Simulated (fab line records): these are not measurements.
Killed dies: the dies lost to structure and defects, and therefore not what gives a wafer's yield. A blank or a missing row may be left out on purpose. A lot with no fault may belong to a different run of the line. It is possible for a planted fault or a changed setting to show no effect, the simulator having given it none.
Chamber matching + flow berkeley_cmos170 + UCB170_M1_ETCH_11 on rie_diel-02: 4 sister chambers
The step etches BARC in N2/H2. 8 wafers are shown with their chamber, then 7 later ones without.

## EACH WAFER AND ITS CHAMBER
| wafer  | chamber | throttle_valve_pct (%) | oes_product_au (a.u.) |
|--------|---------|------------------------|-----------------------|
| L502.4 | 2       | 13.39                  | 0.964                 |
| L502.6 | 1       | 13.42                  | 1.027                 |
| L507.5 | 3       | 13.13                  | 1.011                 |
| L511.2 | 3       | 13.12                  | 1.005                 |
| L511.3 | 0       | 13.56                  | 0.985                 |
| L511.4 | 2       | 13.42                  | 0.963                 |
| L515.3 | 0       | 13.56                  | 0.999                 |
| L515.4 | 1       | 13.44                  | 1.043                 |

## WAFERS WITH NO CHAMBER GIVEN
| wafer  | throttle_valve_pct (%) | oes_product_au (a.u.) |
|--------|------------------------|-----------------------|
| L515.5 | 13.43                  | 1.030                 |
| L517.1 | 13.43                  | 1.027                 |
| L517.4 | 13.57                  | 0.986                 |
| L517.6 | 13.40                  | 0.974                 |
| L520.4 | 13.41                  | 0.982                 |
| L520.5 | 13.42                  | 1.027                 |
| L520.6 | 13.40                  | 0.967                 |

## THE CHAMBER EACH PASSED THROUGH
| wafer  | from the rows above | in truth |
|--------|---------------------|----------|
| L515.5 | 1                   | 1        |
| L517.1 | 1                   | 1        |
| L517.4 | 0                   | 0        |
| L517.6 | 2                   | 2        |
| L520.4 | 2                   | 2        |
| L520.5 | 1                   | 1        |
| L520.6 | 2                   | 2        |
Correct placement for 7 of the 7. From these rows, 0 cannot be placed. Wrongly placed: 0.
How it was worked out, from the rows above alone: a wafer's distance from a chamber is the root of the sum, over the readings, of the square of ((its reading less the chamber's mean) divided by the reading's scatter). If the next closest chamber is less than 2 further off than the closest, the wafer can't be placed; otherwise it belongs to the closest. For every chamber, the mean is computed from those of its wafers that are shown. The scatter: take each reading less its chamber's mean, square it, sum over the shown wafers, divide by the number of wafers less the number of chambers, and take the root.
